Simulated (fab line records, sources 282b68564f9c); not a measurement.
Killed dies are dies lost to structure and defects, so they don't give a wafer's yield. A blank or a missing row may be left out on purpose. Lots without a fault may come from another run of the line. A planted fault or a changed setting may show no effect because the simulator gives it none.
A struck lot beside a sound one | flow rit_cmos | 43 steps out of a route of 202
Sound: wafers L108.3, L108.5, L108.6. Struck: wafers L114.2, L114.3, L114.5. The cause comes at the end.
At each step with rows: each side's tool, then ch and its chambers, then its first start. Under that, the readings that differ: sound wafers | struck wafers | difference of the means | sigmas: that difference in standard deviations of wafers without a fault.
alike: readings whose means differ by less than 2 such deviations, and words and numbers that are the same on both sides. not compared: withheld readings, readings that some wafer has no value for, bounds like >300 that may hide the same value, and numbers for which the record gives no deviation and whose values overlap.
The two part at a step that has a row with sigmas, a row that says differs or no value, or rows on one side only. Numbers that don't overlap but have no deviation are shown without sigmas and don't part them. A reading that every wafer of one side lacks parts them only if that side has two wafers or more.

RIT_NSD_TW_MEAS_10:
  sound on film_metro-03, day 4 01:16; struck on film_metro-02, day 5 08:23
  reading | sound          | struck         | difference | sigmas
  NSD_TW  | 3128 3142 3136 | 3178 3171 3179 | +41        | +2
then, 6 steps without rows for these wafers: RIT_PSD_HMDS_00 (prime time 60 s); RIT_PSD_COAT_01 (resist thk 1000 nm); RIT_PSD_SOFTBAKE_02 (time 60 s); RIT_PSD_EXPOSE_03 (exposes mask M10, target cd 40900 nm); RIT_PSD_PEB_04; RIT_PSD_DEVELOP_05 (develop time 50 s).
RIT_PSD_OVL_MEAS_06:
  sound on overlay-02, day 4 02:17; struck on overlay-02, day 5 09:19
  alike: PSD_OVL
then, 3 steps without rows for these wafers: RIT_PSD_HARDBAKE_07 (time 60 s); RIT_PSD_IMPLANT_08; RIT_PSD_STRIP_09 (strips in O2, time 180 s).
RIT_PSD_TW_MEAS_10:
  sound on film_metro-04, day 4 02:48; struck on film_metro-02, day 5 09:49
  alike: PSD_TW
RIT_SDANNEAL_CLEAN_00: cleans in SC1, time 600 s.
  sound on wet_bench-02 ch 1, day 4 02:50; struck on wet_bench-02 ch 1, day 5 09:52
  alike: temp_c
then, 2 steps without rows for these wafers: RIT_SDANNEAL_CLEAN_01 (cleans in dHF, time 30 s); RIT_SDANNEAL_CLEAN_02 (cleans in SC2, time 600 s).
RIT_SDANNEAL_RTA_03: time 5 s.
  sound on rtp_anneal-01 ch 0, day 4 03:14; struck on rtp_anneal-01 ch 0, day 5 10:16
  alike: wafer_temp_C_max
RIT_SDANNEAL_RS_MEAS_04: measures by four-point-probe.
  sound on film_metro-04, day 4 03:19; struck on film_metro-03, day 5 10:20
  alike: PSD_RS
RIT_SDANNEAL_RS_MEAS_05: measures by four-point-probe.
  sound on film_metro-04, day 4 03:26; struck on film_metro-03, day 5 10:27
  reading         | sound             | struck            | difference | sigmas
  NSD_RS (ohm/sq) | 84.50 84.44 84.52 | 84.99 85.23 85.10 | +0.62      | +2
RIT_SDANNEAL_RS_MEAS_06: measures by four-point-probe.
  sound on film_metro-04, day 4 03:33; struck on film_metro-03, day 5 10:34
  alike: PLDD_RS
RIT_SDANNEAL_RS_MEAS_07: measures by four-point-probe.
  sound on film_metro-04, day 4 03:40; struck on film_metro-03, day 5 10:41
  alike: NLDD_RS
then, 1 step without rows for these wafers: RIT_SILICIDE_WET_ETCH_00 (etches SiO2 in BOE, target depth 14 nm, time 15 s).
RIT_SILICIDE_SPUTTER_01: material Ti, target thk 30 nm, time 240 s.
  sound on pvd_sputter-04, day 4 03:46; struck on pvd_sputter-04, day 5 10:49
  alike: cathode_dc_power_W, throttle_valve_pct
RIT_SILICIDE_RS_MEAS_02: measures by four-point-probe.
  sound on film_metro-01, day 4 03:57; struck on film_metro-01, day 5 10:59
  alike: SILICIDE_TI_RS
RIT_SILICIDE_THK_MEAS_03: measures by xrf.
  sound on film_metro-01, day 4 04:03; struck on film_metro-01, day 5 11:05
  alike: SILICIDE_TI_THK
RIT_SILICIDE_RTA_04: time 10 s, ramp up 5 s, ramp down 5 s.
  sound on rtp_anneal-02 ch 0, day 4 04:07; struck on rtp_anneal-02 ch 0, day 5 11:09
  alike: wafer_temp_C_max
then, 1 step without rows for these wafers: RIT_SILICIDE_WET_ETCH_05 (etches Ti in SPM, time 120 s).
RIT_SILICIDE_RTA_06: time 10 s, ramp up 5 s, ramp down 10 s.
  sound on rtp_anneal-01 ch 0, day 4 04:13; struck on rtp_anneal-01 ch 0, day 5 11:16
  alike: wafer_temp_C_max
then, 1 step without rows for these wafers: RIT_CONTACT_CVD_00 (deposits SiO2 from TEOS, target thk 400 nm, time 61 s).
RIT_CONTACT_THK_MEAS_01:
  sound on film_metro-03, day 4 04:20; struck on film_metro-02, day 5 11:22
  alike: CONTACT_TEOS_THK
then, 6 steps without rows for these wafers: RIT_CONTACT_HMDS_02 (prime time 60 s); RIT_CONTACT_COAT_03 (resist thk 1000 nm); RIT_CONTACT_SOFTBAKE_04 (time 60 s); RIT_CONTACT_EXPOSE_05 (exposes mask M11, target cd 1000 nm); RIT_CONTACT_PEB_06; RIT_CONTACT_DEVELOP_07 (develop time 120 s).
RIT_CONTACT_CD_MEAS_08: target cd 1000 nm.
  sound on cd_sem-01, day 4 05:23; struck on cd_sem-01, day 5 12:32
  alike: cd_nm
RIT_CONTACT_OVL_MEAS_09:
  sound on overlay-02, day 4 05:28; struck on overlay-01, day 5 12:38
  alike: CONTACT_OVL
then, 2 steps without rows for these wafers: RIT_CONTACT_HARDBAKE_10 (time 60 s); RIT_CONTACT_ETCH_11 (etches SiO2 in CHF3/CF4/Ar, stops on TiSi2, target depth 480 nm, time 320 s).
RIT_CONTACT_STRIP_12: strips in O2, time 180 s.
  sound on plasma_asher-03 ch 0,1, day 4 05:54; struck on plasma_asher-03 ch 1, day 5 13:01
  alike: drypump_motor_current_A
  not compared: rf_hours_counter_h
RIT_CONTACT_CD_MEAS_90: target cd 1000 nm.
  sound on cd_sem-02, day 4 06:04; struck on cd_sem-01, day 5 13:13
  alike: cd_nm
then, 1 step without rows for these wafers: RIT_CONTACT_CLEAN_13 (cleans in SC1, time 600 s).
RIT_M1_PROBE_99:
  sound on prober-01, day 4 11:46; struck on prober-01, day 5 18:55
  reading             | sound  | struck   | difference | sigmas
  killed_at_front_end | 11 3 6 | 21 23 24 | +16        | +5
  killed_dies         | 11 3 6 | 21 23 24 | +16        | +5
  killed_on_rim       | 5 1 0  | 9 9 12   | +8         | +5
  alike: killed_at_M0_to_M3, killed_open, killed_short

WHERE THEY PART
First at RIT_NSD_TW_MEAS_10; last, within this record, at RIT_M1_PROBE_99.

WHY: what the simulator had put in
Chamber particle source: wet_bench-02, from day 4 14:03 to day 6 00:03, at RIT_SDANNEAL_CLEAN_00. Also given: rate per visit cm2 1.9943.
